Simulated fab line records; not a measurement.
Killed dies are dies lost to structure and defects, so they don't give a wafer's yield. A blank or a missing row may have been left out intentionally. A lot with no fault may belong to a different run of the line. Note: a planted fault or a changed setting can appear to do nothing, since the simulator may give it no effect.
fab line records + flow rit_cmos
[record]
- lots = 14
- wafers = 42
- last_day = 7
route steps=202 shown FOX1@21 FOX2@80 GATE@84 CONTACT@180 M1@202
lots untouched by any fault: they come from a run of this same line in which no faults occurred
start_h: the number of hours between the record's first day and the start of the first shown wafer of the lot + wait_h: hours from the lot's prior step to this one + " repeats the value in the row above + L1.1+2: several wafers, shown together as one row + - no value, or no start was given + * or withheld: withheld + < > ~ a bound
route shown NAME@n: NAME is a module with steps in the file, n the number in the route of the first one + usual: mean and standard deviation over wafers with no fault + same: alike in all rows + chamber/n: place in a boat + sites: each site's reading + _std_site: how widely they spread, as a standard deviation + _edge_site: outer sites' mean less inner sites' + radius_mm: how far each site lies from the wafer's centre + mask NAME#n: copy n + behind: the last tool/chamber to shape the wafer + hold: reason for holding the lot/hours on hold/outcome of the hold + device: which transistor (n, p or np) failed to switch + end of line: the same wafers' tests at the end of the route + step lacking rows: just its recipe + killed: not the wafer's yield, but the dies lost to structure and defects at the first sort + map: shows each die of a wafer: x if killed, . if not, _ if none is there
set.NAME: the setting the step ran with; set.NAME@STEP: the setting that earlier step ran with + model.NAME: the simulator's own value behind a step, which no gauge read
one table for each step of the route and one row for each wafer, over a sample of lots
services: the hour from which a tool's chamber was out of use, counted from the record's first day as start_h (under 0 if before that day), plus the number of hours and why
[[steps]]
[step RIT_FOX1_THK_MEAS_01]
[recipe]
- reads = SiO2_of_FOX1_OXIDATION_00
[usual]
- FOX1_OXIDE_THK = 347/6.9
| lot.wafer | tool          | chamber | start_h | wait_h | FOX1_OXIDE_THK[nm] |
|-----------|---------------|---------|---------|--------|--------------------|
| L405.3    | film_metro-01 | -       | 17.07   | 0.0    | 337                |
| L405.4    | "             | -       | "       | "      | 340                |
| L405.5    | "             | -       | "       | "      | 337                |
| L406.2    | film_metro-02 | -       | 22.96   | 0.0    | 341                |
| L406.3    | "             | -       | "       | "      | 337                |
| L406.4    | "             | -       | "       | "      | 339                |
| L407.2    | film_metro-04 | -       | 26.83   | 0.0    | 350                |
| L407.3    | "             | -       | "       | "      | 348                |
| L407.4    | "             | -       | "       | "      | 347                |
| L408.1    | film_metro-04 | -       | 31.82   | 0.0    | 351                |
| L408.2    | "             | -       | "       | "      | 345                |
| L408.5    | "             | -       | "       | "      | 348                |
| L409.1    | film_metro-01 | -       | 36.84   | 0.0    | 344                |
| L409.3    | "             | -       | "       | "      | 340                |
| L409.6    | "             | -       | "       | "      | 339                |
| L410.1    | film_metro-01 | -       | 43.37   | 0.0    | 355                |
| L410.3    | "             | -       | "       | "      | 354                |
| L410.6    | "             | -       | "       | "      | 352                |
| L411.1    | film_metro-04 | -       | 47.52   | 0.0    | 346                |
| L411.3    | "             | -       | "       | "      | 338                |
| L411.6    | "             | -       | "       | "      | 345                |
| L412.3    | film_metro-04 | -       | 52.40   | 0.0    | 358                |
| L412.4    | "             | -       | "       | "      | 360                |
| L412.6    | "             | -       | "       | "      | 362                |
| L422.1    | film_metro-01 | -       | 102.83  | 0.0    | 355                |
| L422.2    | "             | -       | "       | "      | 358                |
| L422.5    | "             | -       | "       | "      | 355                |
| L423.1    | film_metro-02 | -       | 107.03  | 0.0    | 339                |
| L423.4    | "             | -       | "       | "      | 339                |
| L423.6    | "             | -       | "       | "      | 339                |
| L424.3    | film_metro-04 | -       | 112.52  | 0.0    | 346                |
| L424.4    | "             | -       | "       | "      | 344                |
| L424.5    | "             | -       | "       | "      | 353                |
| L425.4    | film_metro-01 | -       | 119.35  | 0.0    | 356                |
| L425.5    | "             | -       | "       | "      | 356                |
| L425.6    | "             | -       | "       | "      | 361                |
| L426.3    | film_metro-04 | -       | 122.16  | 0.0    | 349                |
| L426.5    | "             | -       | "       | "      | 361                |
| L426.6    | "             | -       | "       | "      | 357                |
| L427.1    | film_metro-02 | -       | 126.82  | 0.0    | 348                |
| L427.4    | "             | -       | "       | "      | 356                |
| L427.5    | "             | -       | "       | "      | 351                |
[step RIT_FOX2_THK_MEAS_91]
[recipe]
- reads = SiO2_of_FOX2_OXIDATION_00
[usual]
- FIELD_OXIDE_LEFT_2_THK = 252/7
| lot.wafer | tool          | chamber | start_h | wait_h | FIELD_OXIDE_LEFT_2_THK[nm] |
|-----------|---------------|---------|---------|--------|----------------------------|
| L405.3    | film_metro-03 | -       | 32.73   | 0.0    | 263                        |
| L405.4    | "             | -       | "       | "      | 258                        |
| L405.5    | "             | -       | "       | "      | 263                        |
| L406.2    | film_metro-02 | -       | 37.81   | 0.0    | 240                        |
| L406.3    | "             | -       | "       | "      | 239                        |
| L406.4    | "             | -       | "       | "      | 234                        |
| L407.2    | film_metro-02 | -       | 43.16   | 0.0    | 248                        |
| L407.3    | "             | -       | "       | "      | 245                        |
| L407.4    | "             | -       | "       | "      | 247                        |
| L408.1    | film_metro-02 | -       | 47.83   | 0.0    | 252                        |
| L408.2    | "             | -       | "       | "      | 254                        |
| L408.5    | "             | -       | "       | "      | 255                        |
| L409.1    | film_metro-02 | -       | 51.88   | 0.0    | 244                        |
| L409.3    | "             | -       | "       | "      | 242                        |
| L409.6    | "             | -       | "       | "      | 256                        |
| L410.1    | film_metro-04 | -       | 58.18   | 0.0    | 250                        |
| L410.3    | "             | -       | "       | "      | 251                        |
| L410.6    | "             | -       | "       | "      | 252                        |
| L411.1    | film_metro-02 | -       | 62.24   | 0.0    | 259                        |
| L411.3    | "             | -       | "       | "      | 251                        |
| L411.6    | "             | -       | "       | "      | 255                        |
| L412.3    | film_metro-03 | -       | 67.61   | 0.0    | 260                        |
| L412.4    | "             | -       | "       | "      | 260                        |
| L412.6    | "             | -       | "       | "      | 254                        |
| L422.1    | film_metro-02 | -       | 117.51  | 0.0    | 265                        |
| L422.2    | "             | -       | "       | "      | 265                        |
| L422.5    | "             | -       | "       | "      | 261                        |
| L423.1    | film_metro-02 | -       | 121.86  | 0.0    | 249                        |
| L423.4    | "             | -       | "       | "      | 253                        |
| L423.6    | "             | -       | "       | "      | 246                        |
| L424.3    | film_metro-02 | -       | 128.42  | 0.0    | 255                        |
| L424.4    | "             | -       | "       | "      | 255                        |
| L424.5    | "             | -       | "       | "      | 258                        |
| L425.4    | film_metro-04 | -       | 134.22  | 0.0    | 258                        |
| L425.5    | "             | -       | "       | "      | 257                        |
| L425.6    | "             | -       | "       | "      | 253                        |
| L426.3    | film_metro-03 | -       | 137.92  | 0.0    | 264                        |
| L426.5    | "             | -       | "       | "      | 264                        |
| L426.6    | "             | -       | "       | "      | 261                        |
| L427.1    | film_metro-03 | -       | 141.60  | 0.0    | 249                        |
| L427.4    | "             | -       | "       | "      | 252                        |
| L427.5    | "             | -       | "       | "      | 246                        |
[step RIT_GATE_CVD_08]
[recipe]
- material = poly-Si
- target_thk_nm = 250
- temp_c = 610
- precursor = SiH4
- time_s = 2220
- pressure_mtorr = 300
- sih4_flow_sccm = 100
| lot.wafer  | tool     | chamber | start_h | wait_h |
|------------|----------|---------|---------|--------|
| L405.3+4+5 | lpcvd-01 | 1       | 34.15   | 0.0    |
| L406.2+3+4 | lpcvd-01 | 1       | 39.24   | 0.0    |
| L407.2+3+4 | lpcvd-01 | 0       | 44.75   | 0.0    |
| L408.1+2+5 | lpcvd-01 | 1       | 49.28   | 0.1    |
| L409.1+3+6 | lpcvd-02 | 1       | 53.44   | 0.1    |
| L410.1+3+6 | lpcvd-02 | 1       | 59.88   | 0.1    |
| L411.1+3+6 | lpcvd-01 | 0       | 63.69   | 0.1    |
| L412.3+4+6 | lpcvd-02 | 1       | 69.74   | 0.0    |
| L422.1+2+5 | lpcvd-02 | 0       | 118.96  | 0.1    |
| L423.1+4+6 | lpcvd-01 | 0       | 123.53  | 0.3    |
| L424.3+4+5 | lpcvd-01 | 1       | 129.85  | 0.0    |
| L425.4+5+6 | lpcvd-02 | 1       | 137.90  | 0.0    |
| L426.3+5+6 | lpcvd-01 | 1       | 143.23  | 0.0    |
| L427.1+4+5 | lpcvd-01 | 0       | 144.85  | 0.4    |
[step RIT_GATE_THK_MEAS_09]
[recipe]
- reads = poly-Si_of_GATE_CVD_08
[usual]
- GATE_POLY_THK = 248.0/2.2
| lot.wafer | tool          | chamber | start_h | wait_h | GATE_POLY_THK[nm] |
|-----------|---------------|---------|---------|--------|-------------------|
| L405.3    | film_metro-04 | -       | 35.79   | 0.0    | 247.6             |
| L405.4    | "             | -       | "       | "      | 246.4             |
| L405.5    | "             | -       | "       | "      | 249.1             |
| L406.2    | film_metro-03 | -       | 40.87   | 0.0    | 248.8             |
| L406.3    | "             | -       | "       | "      | 248.7             |
| L406.4    | "             | -       | "       | "      | 245.9             |
| L407.2    | film_metro-04 | -       | 46.38   | 0.0    | 250.5             |
| L407.3    | "             | -       | "       | "      | 251.9             |
| L407.4    | "             | -       | "       | "      | 251.6             |
| L408.1    | film_metro-04 | -       | 50.89   | 0.0    | 179.6             |
| L408.2    | "             | -       | "       | "      | 177.2             |
| L408.5    | "             | -       | "       | "      | 180.5             |
| L409.1    | film_metro-02 | -       | 55.05   | 0.0    | 249.1             |
| L409.3    | "             | -       | "       | "      | 248.2             |
| L409.6    | "             | -       | "       | "      | 247.9             |
| L410.1    | film_metro-03 | -       | 61.49   | 0.0    | 248.0             |
| L410.3    | "             | -       | "       | "      | 244.8             |
| L410.6    | "             | -       | "       | "      | 244.4             |
| L411.1    | film_metro-03 | -       | 65.31   | 0.0    | 178.5             |
| L411.3    | "             | -       | "       | "      | 177.5             |
| L411.6    | "             | -       | "       | "      | 178.4             |
| L412.3    | film_metro-04 | -       | 71.37   | 0.0    | 249.2             |
| L412.4    | "             | -       | "       | "      | 248.7             |
| L412.6    | "             | -       | "       | "      | 246.7             |
| L422.1    | film_metro-03 | -       | 120.57  | 0.0    | 246.0             |
| L422.2    | "             | -       | "       | "      | 247.0             |
| L422.5    | "             | -       | "       | "      | 247.0             |
| L423.1    | film_metro-02 | -       | 125.15  | 0.0    | 247.7             |
| L423.4    | "             | -       | "       | "      | 246.5             |
| L423.6    | "             | -       | "       | "      | 245.8             |
| L424.3    | film_metro-03 | -       | 131.48  | 0.0    | 250.6             |
| L424.4    | "             | -       | "       | "      | 250.2             |
| L424.5    | "             | -       | "       | "      | 249.7             |
| L425.4    | film_metro-02 | -       | 140.35  | 0.0    | 248.3             |
| L425.5    | "             | -       | "       | "      | 247.7             |
| L425.6    | "             | -       | "       | "      | 247.6             |
| L426.3    | film_metro-02 | -       | 144.87  | 0.0    | 247.2             |
| L426.5    | "             | -       | "       | "      | 247.2             |
| L426.6    | "             | -       | "       | "      | 245.1             |
| L427.1    | film_metro-03 | -       | 146.46  | 0.0    | 244.6             |
| L427.4    | "             | -       | "       | "      | 245.9             |
| L427.5    | "             | -       | "       | "      | 245.7             |
[step RIT_GATE_ETCH_19]
[recipe]
- chemistry = SF6/CHF3/O2
- time_s = 165
- SF6_flow_sccm = 30
- CHF3_flow_sccm = 30
- O2_flow_sccm = 5
- target = poly-Si
- pressure_mtorr = 40
- rf_w = 160
- target_depth_a = 3125
- over_etch_frac = 0.25
- stop_on = SiO2
[usual]
- SF6_flow_sccm = 30.00/0.094
- drypump_motor_current_A = 5.8/0.55
- he_backside_leak_sccm = 2.6/0.33
- oes_product_au = 0.846/0.016
- throttle_valve_pct = 10.22/0.15
| lot.wafer | tool      | chamber | start_h | wait_h | SF6_flow_sccm | drypump_motor_current_A | he_backside_leak_sccm | oes_product_au | rf_hours_counter_h | throttle_valve_pct |
|-----------|-----------|---------|---------|--------|---------------|-------------------------|-----------------------|----------------|--------------------|--------------------|
| L405.3    | rie_si-01 | 0       | 37.11   | 0.1    | 29.99         | 6.0                     | 2.4                   | 0.854          | 3                  | 10.02              |
| L405.4    | "         | 3       | "       | "      | 29.94         | 6.1                     | 2.7                   | 0.872          | 151                | 10.38              |
| L405.5    | "         | 3       | "       | "      | 29.95         | 6.1                     | 2.7                   | 0.884          | -                  | 10.38              |
| L406.2    | rie_si-02 | 3       | 42.28   | 0.1    | 30.08         | 6.6                     | 2.5                   | 0.841          | 34                 | 10.10              |
| L406.3    | "         | 0       | "       | "      | 30.09         | 4.8                     | 2.6                   | 0.857          | 81                 | 10.17              |
| L406.4    | "         | 2       | "       | "      | 30.04         | 5.2                     | 2.3                   | 0.823          | 38                 | 10.42              |
| L407.2    | rie_si-01 | 1       | 47.71   | 0.1    | 29.86         | 5.5                     | 3.0                   | 0.862          | 48                 | 10.17              |
| L407.3    | "         | 2       | "       | "      | 30.15         | 6.0                     | 2.7                   | 0.865          | 0                  | 10.14              |
| L407.4    | "         | 0       | "       | "      | 30.15         | 5.9                     | 2.4                   | 0.861          | 3                  | 10.03              |
| L408.1    | rie_si-02 | 0       | 52.20   | 0.1    | 30.09         | 4.8                     | 2.7                   | 0.681          | 81                 | 10.19              |
| L408.2    | "         | 1       | "       | "      | 30.12         | 6.1                     | 2.6                   | 0.667          | 141                | 10.40              |
| L408.5    | "         | 3       | "       | "      | 29.92         | 6.6                     | 2.4                   | 0.679          | -                  | 10.09              |
| L409.1    | rie_si-01 | 1       | 56.27   | 0.1    | 30.04         | 5.5                     | 3.0                   | 0.849          | 48                 | 10.17              |
| L409.3    | "         | 2       | "       | "      | 30.02         | 6.1                     | 2.6                   | 0.851          | 0                  | 10.17              |
| L409.6    | "         | 1       | "       | "      | 30.11         | 5.5                     | 3.0                   | 0.855          | -                  | 10.17              |
| L410.1    | rie_si-02 | 2       | 62.71   | 0.1    | 30.02         | 5.2                     | 2.5                   | 0.828          | 38                 | 10.42              |
| L410.3    | "         | 0       | "       | "      | 29.96         | 4.8                     | 2.6                   | 0.846          | 81                 | 10.17              |
| L410.6    | "         | 2       | "       | "      | 29.99         | 5.2                     | 2.3                   | 0.812          | -                  | 10.42              |
| L411.1    | rie_si-01 | 0       | 66.52   | 0.1    | 29.83         | 5.9                     | 2.3                   | 0.688          | 4                  | 10.01              |
| L411.3    | "         | 1       | "       | "      | 29.95         | 5.5                     | 2.9                   | 0.684          | 48                 | 10.16              |
| L411.6    | "         | 2       | "       | "      | 30.03         | 6.0                     | 2.7                   | 0.672          | -                  | 10.12              |
| L412.3    | rie_si-02 | 3       | 72.69   | 0.1    | 29.90         | 6.6                     | 2.4                   | 0.836          | 35                 | 10.08              |
| L412.4    | "         | 1       | "       | "      | 29.86         | 6.1                     | 2.6                   | 0.845          | 142                | 10.41              |
| L412.6    | "         | 0       | "       | "      | 30.12         | 4.8                     | 2.4                   | 0.835          | -                  | 10.18              |
| L422.1    | rie_si-02 | 2       | 121.79  | 0.1    | 30.11         | 5.2                     | 2.6                   | 0.823          | 38                 | 10.42              |
| L422.2    | "         | 0       | "       | "      | 29.92         | 4.8                     | 2.6                   | 0.846          | 81                 | 10.18              |
| L422.5    | "         | 2       | "       | "      | 29.96         | 5.2                     | 2.4                   | 0.822          | -                  | 10.43              |
| L423.1    | rie_si-01 | 0       | 126.49  | 0.1    | 29.90         | 6.0                     | 2.8                   | 0.846          | 4                  | 10.01              |
| L423.4    | "         | 1       | "       | "      | 30.04         | 5.5                     | 3.0                   | 0.847          | -                  | 10.17              |
| L423.6    | "         | 0       | "       | "      | 30.03         | 6.0                     | 2.3                   | 0.839          | -                  | 9.99               |
| L424.3    | rie_si-02 | 2       | 132.95  | 0.1    | 29.92         | 5.2                     | 2.2                   | 0.826          | 39                 | 10.43              |
| L424.4    | "         | 3       | "       | "      | 29.98         | 6.6                     | 2.3                   | 0.833          | 35                 | 10.09              |
| L424.5    | "         | 3       | "       | "      | 30.03         | 6.6                     | 2.4                   | 0.835          | -                  | 10.08              |
| L425.4    | rie_si-01 | 3       | 141.58  | 0.1    | 30.03         | 6.1                     | 2.6                   | 0.831          | 0                  | 10.38              |
| L425.5    | "         | 3       | "       | "      | 29.97         | 6.1                     | 2.5                   | 0.829          | -                  | 10.38              |
| L425.6    | "         | 0       | "       | "      | 30.13         | 6.0                     | 2.4                   | 0.855          | -                  | 10.01              |
| L426.3    | rie_si-02 | 3       | 146.19  | 0.1    | 29.98         | 6.6                     | 2.4                   | 0.821          | 35                 | 10.09              |
| L426.5    | "         | 1       | "       | "      | 29.96         | 6.1                     | 2.7                   | 0.851          | -                  | 10.40              |
| L426.6    | "         | 0       | "       | "      | 30.12         | 4.8                     | 2.7                   | 0.849          | -                  | 10.19              |
| L427.1    | rie_si-01 | 3       | 147.68  | 0.1    | 29.97         | 6.1                     | 2.5                   | 0.822          | 0                  | 10.38              |
| L427.4    | "         | 0       | "       | "      | 30.03         | 6.0                     | 2.4                   | 0.852          | 4                  | 10.01              |
| L427.5    | "         | 1       | "       | "      | 30.17         | 5.5                     | 3.0                   | 0.849          | -                  | 10.17              |
[step RIT_CONTACT_STRIP_12]
[recipe]
- chemistry = O2
- time_s = 180
- resist = NOVOLAK
- platen_temp_c = withheld
- power_w = 500
- pressure_mtorr = 4000
- o2_flow_sccm = 4000
[usual]
- drypump_motor_current_A = 5.7/0.54
| lot.wafer | tool            | chamber | start_h | wait_h | drypump_motor_current_A | rf_hours_counter_h |
|-----------|-----------------|---------|---------|--------|-------------------------|--------------------|
| L405.3    | plasma_asher-02 | 1       | 52.45   | 0.2    | 5.5                     | -                  |
| L405.4    | "               | 0       | "       | "      | 5.4                     | -                  |
| L405.5    | "               | 1       | "       | "      | 5.5                     | -                  |
| L406.2    | plasma_asher-04 | 0       | 57.75   | 0.1    | 6.3                     | 44                 |
| L406.3    | "               | 0       | "       | "      | 6.3                     | -                  |
| L406.4    | "               | 1       | "       | "      | 6.3                     | -                  |
| L407.2    | plasma_asher-02 | 0       | 62.47   | 0.1    | 5.4                     | 42                 |
| L407.3    | "               | 1       | "       | "      | 5.6                     | -                  |
| L407.4    | "               | 0       | "       | "      | 5.4                     | -                  |
| L408.1    | plasma_asher-04 | 0       | 67.35   | 0.1    | 6.3                     | 45                 |
| L408.2    | "               | 1       | "       | "      | 6.3                     | 45                 |
| L408.5    | "               | 1       | "       | "      | 6.3                     | -                  |
| L409.1    | plasma_asher-01 | 0       | 71.18   | 0.1    | 5.7                     | 28                 |
| L409.3    | "               | 0       | "       | "      | 5.7                     | -                  |
| L409.6    | "               | 1       | "       | "      | 4.9                     | -                  |
| L410.1    | plasma_asher-01 | 1       | 77.99   | 0.1    | 4.9                     | 28                 |
| L410.3    | "               | 0       | "       | "      | 5.7                     | -                  |
| L410.6    | "               | 0       | "       | "      | 5.7                     | -                  |
| L411.1    | plasma_asher-01 | 0       | 81.48   | 0.1    | 5.7                     | 29                 |
| L411.3    | "               | 0       | "       | "      | 5.7                     | -                  |
| L411.6    | "               | 1       | "       | "      | 4.9                     | -                  |
| L412.3    | plasma_asher-04 | 0       | 88.05   | 0.2    | 6.3                     | -                  |
| L412.4    | "               | 1       | "       | "      | 6.3                     | -                  |
| L412.6    | "               | 0       | "       | "      | 6.3                     | -                  |
| L422.1    | plasma_asher-01 | 0       | 137.07  | 0.1    | 5.7                     | 34                 |
| L422.2    | "               | 1       | "       | "      | 4.9                     | 34                 |
| L422.5    | "               | 0       | "       | "      | 5.8                     | -                  |
| L423.1    | plasma_asher-01 | 0       | 141.66  | 0.1    | 5.8                     | 35                 |
| L423.4    | "               | 0       | "       | "      | 5.7                     | -                  |
| L423.6    | "               | 1       | "       | "      | 4.9                     | -                  |
| L424.3    | plasma_asher-02 | 1       | 148.41  | 0.2    | 5.5                     | -                  |
| L424.4    | "               | 0       | "       | "      | 5.4                     | -                  |
| L424.5    | "               | 1       | "       | "      | 5.5                     | -                  |
| L425.4    | plasma_asher-04 | 1       | 156.72  | 0.2    | 6.3                     | -                  |
| L425.5    | "               | 1       | "       | "      | 6.3                     | -                  |
| L425.6    | "               | 0       | "       | "      | 6.3                     | -                  |
| L426.3    | plasma_asher-02 | 0       | 161.94  | 0.2    | 5.4                     | -                  |
| L426.5    | "               | 0       | "       | "      | 5.4                     | -                  |
| L426.6    | "               | 1       | "       | "      | 5.5                     | -                  |
| L427.1    | plasma_asher-01 | 1       | 164.24  | 0.1    | 4.9                     | 37                 |
| L427.4    | "               | 1       | "       | "      | 4.9                     | -                  |
| L427.5    | "               | 0       | "       | "      | 5.8                     | -                  |
[step RIT_M1_PROBE_99]
[usual]
- killed_at_M0_to_M3 = 0.0/0.14
- killed_at_contacts = 0.0/0.16
- killed_at_front_end = 7/3
- killed_dies = 7/3
- killed_open = 3.5/2
- killed_short = 3.6/2.1
[same]
- gross_dies = 264
- killed_at_M4_up = 0
- killed_at_back_side = 0
- killed_at_other = 0
| lot.wafer | tool      | chamber | start_h | wait_h | killed_at_M0_to_M3 | killed_at_contacts | killed_at_front_end | killed_dies | killed_open | killed_short |
|-----------|-----------|---------|---------|--------|--------------------|--------------------|---------------------|-------------|-------------|--------------|
| L411.1    | prober-01 | -       | 86.29   | 0.1    | 0                  | 0                  | 5                   | 5           | 0           | 5            |
| L411.3    | prober-01 | -       | 86.39   | 0.2    | 0                  | 0                  | 5                   | 5           | 2           | 3            |
| L411.6    | prober-01 | -       | 86.54   | 0.2    | 0                  | 0                  | 9                   | 9           | 5           | 4            |
| L422.1    | prober-02 | -       | 141.73  | 0.1    | 0                  | 0                  | 10                  | 10          | 5           | 5            |
| L422.2    | prober-02 | -       | 141.78  | 0.1    | 0                  | 0                  | 6                   | 6           | 3           | 3            |
| L422.5    | prober-02 | -       | 141.93  | 0.2    | 0                  | 0                  | 3                   | 3           | 2           | 1            |
| L423.1    | prober-02 | -       | 147.92  | 0.1    | 0                  | 0                  | 12                  | 12          | 4           | 8            |
| L423.4    | prober-02 | -       | 148.07  | 0.2    | 0                  | 0                  | 5                   | 5           | 2           | 3            |
| L423.6    | prober-02 | -       | 148.17  | 0.2    | 0                  | 0                  | 7                   | 7           | 2           | 5            |
| L425.4    | prober-02 | -       | 161.58  | 0.2    | 0                  | 0                  | 14                  | 14          | 6           | 8            |
| L425.5    | prober-02 | -       | 161.63  | 0.2    | 0                  | 0                  | 4                   | 4           | 2           | 2            |
| L425.6    | prober-02 | -       | 161.68  | 0.2    | 0                  | 0                  | 11                  | 11          | 6           | 5            |
| L426.3    | prober-01 | -       | 167.58  | 0.2    | 0                  | 0                  | 6                   | 6           | 3           | 3            |
| L426.5    | prober-01 | -       | 167.68  | 0.2    | 0                  | 0                  | 7                   | 7           | 2           | 5            |
| L426.6    | prober-01 | -       | 167.73  | 0.2    | 0                  | 0                  | 5                   | 5           | 2           | 3            |
| L427.1    | prober-02 | -       | 168.94  | 0.1    | 0                  | 0                  | 5                   | 5           | 3           | 2            |
| L427.4    | prober-02 | -       | 169.09  | 0.2    | 0                  | 0                  | 11                  | 11          | 6           | 5            |
| L427.5    | prober-02 | -       | 169.14  | 0.2    | 0                  | 0                  | 3                   | 3           | 1           | 2            |
// killed by level:class
L411.1 SILICIDE:geometric_particle:short=3 REOX:geometric_particle:short=2
L411.3 FOX1:geometric_particle:short=2 GATE:geometric_particle:open=1 REOX:geometric_particle:open=1 SILICIDE:geometric_particle:short=1
L411.6 SPACER:geometric_particle:open=3 FOX1:geometric_particle:short=1 GATE:geometric_particle:short=1 GATE:geometric_particle:open=1 REOX:geometric_particle:open=1 REOX:geometric_particle:short=1 SILICIDE:geometric_particle:short=1
L422.1 SPACER:geometric_particle:open=3 FOX1:geometric_particle:short=2 GATE:geometric_particle:open=2 GATE:geometric_particle:short=1 REOX:geometric_particle:short=1 SPACER:geometric_particle:short=1
L422.2 GATE:geometric_particle:short=2 FOX1:geometric_particle:short=1 FOX2:geometric_particle:open=1 GATE:geometric_particle:open=1 SILICIDE:geometric_particle:open=1
L422.5 FOX1:geometric_particle:open=1 GATE:geometric_particle:open=1 SPACER:geometric_particle:short=1
L423.1 FOX1:geometric_particle:short=4 SILICIDE:geometric_particle:short=2 GATE:geometric_particle:short=2 SILICIDE:geometric_particle:open=2 GATE:geometric_particle:open=1 SPACER:geometric_particle:open=1
L423.4 GATE:geometric_particle:open=2 SILICIDE:geometric_particle:short=2 REOX:geometric_particle:short=1
L423.6 SILICIDE:geometric_particle:short=3 FOX1:geometric_particle:short=1 FOX1:geometric_particle:open=1 GATE:geometric_particle:short=1 SPACER:geometric_particle:open=1
L425.4 GATE:geometric_particle:short=4 SILICIDE:geometric_particle:open=3 FOX1:geometric_particle:open=2 FOX2:geometric_particle:short=2 FOX1:geometric_particle:short=1 GATE:geometric_particle:open=1 REOX:geometric_particle:short=1
L425.5 FOX1:geometric_particle:short=1 GATE:geometric_particle:short=1 GATE:geometric_particle:open=1 SILICIDE:geometric_particle:open=1
L425.6 SPACER:geometric_particle:short=4 FOX1:geometric_particle:open=2 GATE:geometric_particle:open=2 SPACER:geometric_particle:open=2 GATE:geometric_particle:short=1
L426.3 REOX:geometric_particle:short=2 SPACER:geometric_particle:open=2 FOX1:geometric_particle:open=1 GATE:geometric_particle:short=1
L426.5 SPACER:geometric_particle:open=2 SPACER:geometric_particle:short=2 FOX1:geometric_particle:short=1 GATE:geometric_particle:short=1 REOX:geometric_particle:short=1
L426.6 SILICIDE:geometric_particle:short=2 ACTIVE:geometric_particle:open=1 FOX1:geometric_particle:short=1 SPACER:geometric_particle:open=1
L427.1 ACTIVE:geometric_particle:open=1 FOX1:geometric_particle:open=1 REOX:geometric_particle:open=1 REOX:geometric_particle:short=1 SILICIDE:geometric_particle:short=1
L427.4 GATE:geometric_particle:short=2 REOX:geometric_particle:short=2 SPACER:geometric_particle:open=2 SILICIDE:geometric_particle:open=2 FOX2:geometric_particle:open=1 GATE:geometric_particle:open=1 SILICIDE:geometric_particle:short=1
L427.5 REOX:geometric_particle:short=1 REOX:geometric_particle:open=1 SPACER:geometric_particle:short=1
[[services]]
| tool            | chamber | start_h | hours | kind           |
|-----------------|---------|---------|-------|----------------|
| rie_si-01       | -       | 12.92   | 0.2   | repair         |
| plasma_asher-01 | -       | 14.71   | 0.3   | repair         |
| plasma_asher-04 | -       | 21.50   | 2.6   | repair         |
| rie_si-01       | 3       | 91.95   | 5.7   | repair         |
| plasma_asher-01 | -       | 98.37   | 0.4   | repair         |
| plasma_asher-01 | -       | 103.03  | 2.8   | pm             |
| rie_si-01       | 3       | 106.80  | -     | clean          |
| rie_si-01       | 3       | 106.80  | 28.7  | scheduled_down |
| rie_si-01       | 3       | 106.80  | 28.7  | vent_cycle     |
| plasma_asher-02 | -       | 108.75  | 9.0   | pm             |
| plasma_asher-02 | 0       | 108.75  | 9.0   | vent_cycle     |
| plasma_asher-02 | 1       | 108.75  | 9.0   | vent_cycle     |
| rie_si-01       | 1       | 116.99  | 3.6   | repair         |
| plasma_asher-02 | 0       | 117.75  | -     | clean          |
| plasma_asher-02 | 1       | 117.75  | -     | clean          |
| plasma_asher-04 | -       | 125.04  | 2.2   | repair         |
| rie_si-02       | 1       | 149.10  | -     | clean          |
| rie_si-02       | 1       | 149.10  | 19.1  | scheduled_down |
| rie_si-02       | 1       | 149.10  | 19.1  | vent_cycle     |
[[key]]
[first_sign]
- step = RIT_GATE_THK_MEAS_09
- reading = GATE_POLY_THK
- direction = down
- sigmas = 32
- usual = 248.0
- struck = 178.6
[effect]
- step = RIT_GATE_ETCH_19
- reading = oes_product_au
- direction = down
- sigmas = 10
- usual = 0.846
- struck = 0.679
met_at RIT_GATE_CVD_08
struck_lots L408,L411
tester_left_out L408,L411
not_acting_at RIT_FOX1_THK_MEAS_01,RIT_FOX2_THK_MEAS_91,RIT_CONTACT_STRIP_12
onset_between 44.75 49.28
[fault]
- kind = process_parameter_drift
- tool = lpcvd-01
- chamber = -
- onset_h = 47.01
- steps = RIT_GATE_CVD_08
- channel = target_thk_nm
- offset = -67.777
- shape = step
- end_h = 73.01
- acts_in = these_recipes_only
- stated = 250
// tester_left_out: of these lots the tester's yield and bins aren't shown, on N5 and GAA mostly nor the transistor test; their killed dies are dies lost to structure and defects alone, not to doping, threshold or leakage, so they don't give the yield
